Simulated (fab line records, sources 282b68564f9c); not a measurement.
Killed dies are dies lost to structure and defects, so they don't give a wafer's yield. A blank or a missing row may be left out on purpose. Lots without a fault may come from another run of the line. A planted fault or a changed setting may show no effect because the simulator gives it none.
A struck lot beside a sound one | flow rit_cmos | 15 steps out of a route of 202
Sound: wafers L925.1, L925.2, L925.3. Struck: wafers L924.2, L924.5, L924.6. The cause comes at the end.
At each step with rows: each side's tool, then ch and its chambers, then its first start. Under that, the readings that differ: sound wafers | struck wafers | difference of the means | sigmas: that difference in standard deviations of wafers without a fault.
alike: readings whose means differ by less than 2 such deviations, and words and numbers that are the same on both sides. not compared: withheld readings, readings that some wafer has no value for, bounds like >300 that may hide the same value, and numbers for which the record gives no deviation and whose values overlap.
The two part at a step that has a row with sigmas, a row that says differs or no value, or rows on one side only. Numbers that don't overlap but have no deviation are shown without sigmas and don't part them. A reading that every wafer of one side lacks parts them only if that side has two wafers or more.

RIT_ACTIVE_THK_MEAS_02:
  sound on film_metro-01, day 5 18:31; struck on film_metro-02, day 5 11:26
  alike: ACTIVE_OXIDE_THK
then, 1 step without rows for these wafers: RIT_ACTIVE_CVD_03 (deposits Si3N4 from SiH2Cl2/NH3, target thk 150 nm, time 1500 s).
RIT_ACTIVE_THK_MEAS_04:
  sound on film_metro-02, day 5 19:59; struck on film_metro-02, day 5 13:37
  alike: ACTIVE_NITRIDE_THK
then, 6 steps without rows for these wafers: RIT_ACTIVE_HMDS_05 (prime time 57.66 s); RIT_ACTIVE_COAT_06 (resist thk 1000 nm); RIT_ACTIVE_SOFTBAKE_07 (time 60 s); RIT_ACTIVE_EXPOSE_08 (exposes mask M1, target cd 1400 nm); RIT_ACTIVE_PEB_09; RIT_ACTIVE_DEVELOP_10 (develop time 50 s).
RIT_ACTIVE_CD_MEAS_11: target cd 1400 nm.
  sound on cd_sem-02, day 5 20:54; struck on cd_sem-02, day 5 14:37
  alike: cd_nm
then, 1 step without rows for these wafers: RIT_ACTIVE_HARDBAKE_12 (time 60 s).
RIT_ACTIVE_ETCH_13: etches Si3N4 in SF6, stops on SiO2, time 210 s, target depth 210 nm.
  sound on rie_diel-04 ch 0,1,3, day 5 21:10; struck on rie_diel-01 ch 0,1, day 5 14:52
  alike: SF6_flow_sccm, drypump_motor_current_A, oes_product_au, throttle_valve_pct
  not compared: rf_hours_counter_h
RIT_ACTIVE_STRIP_14: strips in O2, time 180 s.
  sound on plasma_asher-01 ch 0,1, day 5 21:18; struck on plasma_asher-03 ch 0,1, day 5 15:00
  no value came back on the struck wafers for chamber_pressure_mTorr (mTorr), drypump_motor_current_A (A); on the sound wafers chamber_pressure_mTorr (mTorr) reads 4002 4004 3998
  reading                                     | sound | struck            | difference | sigmas
  model.NOVOLAK_of_ACTIVE_COAT_06.thk_nm (nm) | 0 0 0 | 655.6 650.8 657.6 | +654.7     |
  not compared: rf_hours_counter_h
RIT_ACTIVE_CD_MEAS_90: target cd 1400 nm.
  sound on cd_sem-01, day 5 21:28; struck on cd_sem-01, day 5 15:12
  alike: cd_nm
-- the record jumps here: 3 days lie between the struck wafers' starts before and after (it left off in module ACTIVE and takes up again in module M1, whose first step shown is number 202 of the route) --
RIT_M1_PROBE_99:
  sound on prober-02, day 8 06:07; struck on prober-01, day 8 04:01
  reading             | sound   | struck      | difference | sigmas
  killed_at_front_end | 6 10 11 | 264 264 264 | +255       | +91
  killed_dies         | 6 10 11 | 264 264 264 | +255       | +91
  killed_on_rim       | 0 2 4   | 70 70 70    | +68        | +49
  alike: killed_open, killed_short

WHERE THEY PART
First at RIT_ACTIVE_STRIP_14; last, within this record, at RIT_M1_PROBE_99.

WHY: what the simulator had put in
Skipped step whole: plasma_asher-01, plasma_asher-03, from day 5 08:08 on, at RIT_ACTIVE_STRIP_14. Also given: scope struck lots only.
